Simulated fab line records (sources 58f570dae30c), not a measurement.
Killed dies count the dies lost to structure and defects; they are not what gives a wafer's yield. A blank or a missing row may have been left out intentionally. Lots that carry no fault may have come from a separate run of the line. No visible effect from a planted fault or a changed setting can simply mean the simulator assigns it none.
Lot-split experiment ; flow berkeley cmos170 ; 23 wafers read across 5 lots, on a route 331 steps long

== THE SPLIT ==
At UCB170_NVT_IMPLANT_07, the setting dose cm2 was moved away from the recipe's 3e+12 on 10 of the 23 wafers read, by -6.0% to +5.4%. For the rest of the wafers, this setting stayed at what the recipe calls for.

== THE PATH FROM SPLIT TO READING: the file shows 1 step between them ==
- UCB170_NVT_STRIP_08: strips in O2

== THE READING ==
NVT_TW, at UCB170_NVT_TW_MEAS_09. Fault-free wafers of this fab line usually give 526, standard deviation 3.1.

wafer;tool, chamber at the split;dose cm2 as run;against the recipe;NVT_TW;against lot-mates on the recipe
L075.1;implanter-04, 0;3.099e+12;+3.3%;532;+9
L075.2;implanter-04, 0;3e+12;recipe;522;-
L075.3;implanter-04, 0;3.099e+12;+3.3%;531;+8
L075.4;implanter-04, 0;3e+12;recipe;522;-
L075.5;implanter-04, 0;3e+12;recipe;525;-
L076.1;implanter-03, 0;3e+12;recipe;521;-
L076.4;implanter-03, 0;3e+12;recipe;521;-
L076.6;implanter-03, 0;3e+12;recipe;520;-
L077.1;implanter-01, 0;3e+12;recipe;520;-
L077.2;implanter-01, 0;3e+12;recipe;526;-
L077.3;implanter-01, 0;3.162e+12;+5.4%;532;+9
L077.5;implanter-01, 0;3e+12;recipe;522;-
L077.6;implanter-01, 0;3.162e+12;+5.4%;533;+10
L081.1;implanter-03, 0;2.924e+12;-2.5%;523;-2
L081.2;implanter-03, 0;3e+12;recipe;524;-
L081.3;implanter-03, 0;2.924e+12;-2.5%;520;-5
L081.4;implanter-03, 0;3e+12;recipe;526;-
L081.5;implanter-03, 0;2.924e+12;-2.5%;521;-4
L083.1;implanter-04, 0;2.821e+12;-6.0%;517;-10
L083.2;implanter-04, 0;3e+12;recipe;528;-
L083.4;implanter-04, 0;2.821e+12;-6.0%;518;-9
L083.5;implanter-04, 0;2.821e+12;-6.0%;519;-8
L083.6;implanter-04, 0;3e+12;recipe;526;-

FIT RESULTS
A straight line over all 23 wafers: NVT_TW changes by +1.32 for each +1% of dose cm2; r = +0.85; the points scatter about the line by 2.5.
The same after taking each lot's own level away (the mean of its wafers on the recipe; 23 wafers): +1.73 for each +1%; r = +0.96; scatter 1.6.
The reading moves by 10 for the largest change in dose cm2, on that fit.
Measured against the standard deviation above, the lots' own levels, which go from 520.7 to 527.0, span 2.0 times it.
In other words, the slope is changed by the lot-to-lot level; the two fits disagree.
Check: with one of the wafers moved furthest among these (-6.0%) left out of the fit, the line predicts -9.68 for it against its lot-mates. Against them it came out at -10.

== ADDITIONAL SPLITS CARRIED BY THESE WAFERS ==
Before the reading, these wafers also passed through other splits. Each is held against what the fit with the lots' levels taken away leaves over:
other split on the same wafers;wafers away from the commonest value;r with NVT_TW (lot level and that fit taken away)
UCB170_START_OXIDATION_02 ox time s;15;-0.13
UCB170_ZERO_STRIP_07 o2 flow sccm;8;+0.04
UCB170_PWELL_COAT_08 resist thk nm;11;-0.42
UCB170_PWELL_EXPOSE_10 dose mj;5;-0.39
UCB170_WELLDRIVE_OXIDATION_01 temp c;15;+0.17
UCB170_ACTIVE_COAT_08 spin rpm;11;+0.14
UCB170_ACTIVE_STRIP_16 power w;7;-0.09
UCB170_PFIELD_IMPLANT_07 dose cm2;9;+0.25

== FILE'S OWN FIT ==
NVT_TW changes by +1.79 for each +1% of dose cm2, r = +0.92.
